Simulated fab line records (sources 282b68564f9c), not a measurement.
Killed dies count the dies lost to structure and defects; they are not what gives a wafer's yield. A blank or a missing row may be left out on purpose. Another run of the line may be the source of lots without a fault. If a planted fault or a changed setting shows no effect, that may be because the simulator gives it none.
Split-lot study / flow ritCmos / on a route of 202 steps: 5 lots, 23 wafers read

## THE SPLIT
At RIT_NSD_IMPLANT_08, the setting doseCm2 was moved away from the recipe's 1e+15 on 10 of the 23 wafers read, by -5.5% to +5.7%. This setting was run at the recipe's value on the other wafers.

## FROM THE SPLIT TO THE READING: what the file shows between them, 6 steps
- RIT_PSD_SOFTBAKE_02: time 60 s (also split here: tempC)
- RIT_PSD_EXPOSE_03: exposes mask M10, target cd 40900 nm
- RIT_PSD_PEB_04
- RIT_PSD_DEVELOP_05: develop time 50 s
- RIT_PSD_HARDBAKE_07: time 60 s
- RIT_SDANNEAL_RTA_03: time 5 s

## THE READING
NSD_RS in ohm/sq, measured at RIT_SDANNEAL_RS_MEAS_05 by four-point-probe. Fault-free wafers of this fab line usually give 84.51 ohm/sq, standard deviation 0.26 ohm/sq.

wafer=L074.1; tool, chamber at the split=implanter-04, 0; doseCm2 as run=1e+15; against the recipe=recipe; NSD_RS, ohm/sq=84.57; against lot-mates on the recipe=-
wafer=L074.2; tool, chamber at the split=implanter-04, 0; doseCm2 as run=1.025e+15; against the recipe=+2.5%; NSD_RS, ohm/sq=82.83; against lot-mates on the recipe=-1.73
wafer=L074.3; tool, chamber at the split=implanter-04, 0; doseCm2 as run=1.025e+15; against the recipe=+2.5%; NSD_RS, ohm/sq=82.88; against lot-mates on the recipe=-1.69
wafer=L074.5; tool, chamber at the split=implanter-04, 0; doseCm2 as run=1e+15; against the recipe=recipe; NSD_RS, ohm/sq=84.56; against lot-mates on the recipe=-
wafer=L074.6; tool, chamber at the split=implanter-04, 0; doseCm2 as run=1.025e+15; against the recipe=+2.5%; NSD_RS, ohm/sq=83.02; against lot-mates on the recipe=-1.55
wafer=L078.1; tool, chamber at the split=implanter-03, 0; doseCm2 as run=1.057e+15; against the recipe=+5.7%; NSD_RS, ohm/sq=80.93; against lot-mates on the recipe=-3.38
wafer=L078.2; tool, chamber at the split=implanter-03, 0; doseCm2 as run=1e+15; against the recipe=recipe; NSD_RS, ohm/sq=84.38; against lot-mates on the recipe=-
wafer=L078.4; tool, chamber at the split=implanter-03, 0; doseCm2 as run=1e+15; against the recipe=recipe; NSD_RS, ohm/sq=84.16; against lot-mates on the recipe=-
wafer=L078.5; tool, chamber at the split=implanter-03, 0; doseCm2 as run=1e+15; against the recipe=recipe; NSD_RS, ohm/sq=84.39; against lot-mates on the recipe=-
wafer=L078.6; tool, chamber at the split=implanter-03, 0; doseCm2 as run=1.057e+15; against the recipe=+5.7%; NSD_RS, ohm/sq=80.70; against lot-mates on the recipe=-3.61
wafer=L080.1; tool, chamber at the split=implanter-03, 0; doseCm2 as run=1e+15; against the recipe=recipe; NSD_RS, ohm/sq=84.87; against lot-mates on the recipe=-
wafer=L080.2; tool, chamber at the split=implanter-03, 0; doseCm2 as run=9.447e+14; against the recipe=-5.5%; NSD_RS, ohm/sq=89.00; against lot-mates on the recipe=+4.14
wafer=L080.3; tool, chamber at the split=implanter-03, 0; doseCm2 as run=1e+15; against the recipe=recipe; NSD_RS, ohm/sq=84.99; against lot-mates on the recipe=-
wafer=L080.4; tool, chamber at the split=implanter-03, 0; doseCm2 as run=9.447e+14; against the recipe=-5.5%; NSD_RS, ohm/sq=88.51; against lot-mates on the recipe=+3.65
wafer=L080.6; tool, chamber at the split=implanter-03, 0; doseCm2 as run=1e+15; against the recipe=recipe; NSD_RS, ohm/sq=84.72; against lot-mates on the recipe=-
wafer=L082.2; tool, chamber at the split=implanter-01, 0; doseCm2 as run=1e+15; against the recipe=recipe; NSD_RS, ohm/sq=84.40; against lot-mates on the recipe=-
wafer=L082.3; tool, chamber at the split=implanter-01, 0; doseCm2 as run=1e+15; against the recipe=recipe; NSD_RS, ohm/sq=84.52; against lot-mates on the recipe=-
wafer=L082.5; tool, chamber at the split=implanter-01, 0; doseCm2 as run=1e+15; against the recipe=recipe; NSD_RS, ohm/sq=84.77; against lot-mates on the recipe=-
wafer=L084.1; tool, chamber at the split=implanter-03, 0; doseCm2 as run=1e+15; against the recipe=recipe; NSD_RS, ohm/sq=84.59; against lot-mates on the recipe=-
wafer=L084.2; tool, chamber at the split=implanter-03, 0; doseCm2 as run=9.555e+14; against the recipe=-4.4%; NSD_RS, ohm/sq=87.81; against lot-mates on the recipe=+3.24
wafer=L084.3; tool, chamber at the split=implanter-03, 0; doseCm2 as run=9.555e+14; against the recipe=-4.4%; NSD_RS, ohm/sq=87.83; against lot-mates on the recipe=+3.26
wafer=L084.5; tool, chamber at the split=implanter-03, 0; doseCm2 as run=1e+15; against the recipe=recipe; NSD_RS, ohm/sq=84.55; against lot-mates on the recipe=-
wafer=L084.6; tool, chamber at the split=implanter-03, 0; doseCm2 as run=9.555e+14; against the recipe=-4.4%; NSD_RS, ohm/sq=87.99; against lot-mates on the recipe=+3.42

THE FIT
A straight line over all 23 wafers: NSD_RS changes by -0.711 ohm/sq for each +1% of doseCm2; r = -1.00; the points scatter about the line by 0.22 ohm/sq.
The same after taking each lot's own level away (the mean of its wafers on the recipe; 23 wafers): -0.68 ohm/sq for each +1%; r = -1.00; scatter 0.19 ohm/sq.
The reading moves by 3.9 ohm/sq for the largest change in doseCm2, on that fit.
The lots' own levels span 84.310 to 84.860 ohm/sq, that is 2.1 times the standard deviation above.
Consequently the slope shifts little with the lot-to-lot level, the two slopes agreeing.
Check: for one of the wafers moved furthest among these (+5.7%), held out of the fit, the line's prediction against its lot-mates is -3.9 ohm/sq. Against them it came out at -3.38 ohm/sq.

## OTHER SPLITS APPLIED TO THESE WAFERS
These wafers also went through other splits before the reading. Each is held against what the fit with the lots' levels taken away leaves over:
other split on the same wafers=RIT_GATE_EXPOSE_13 doseMj; wafers away from the commonest value=4; r with NSD_RS (lot level and that fit taken away)=+0.16
other split on the same wafers=RIT_REOX_OXIDATION_03 tempC; wafers away from the commonest value=10; r with NSD_RS (lot level and that fit taken away)=-0.20
other split on the same wafers=RIT_PLDD_STRIP_09 o2FlowSccm; wafers away from the commonest value=5; r with NSD_RS (lot level and that fit taken away)=-0.08
other split on the same wafers=RIT_NSD_COAT_01 spinRpm; wafers away from the commonest value=7; r with NSD_RS (lot level and that fit taken away)=-0.14
other split on the same wafers=RIT_PSD_SOFTBAKE_02 tempC; wafers away from the commonest value=9; r with NSD_RS (lot level and that fit taken away)=-0.03

## FILE'S OWN FIT
NSD_RS changes by -0.676 ohm/sq for each +1% of doseCm2, r = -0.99.
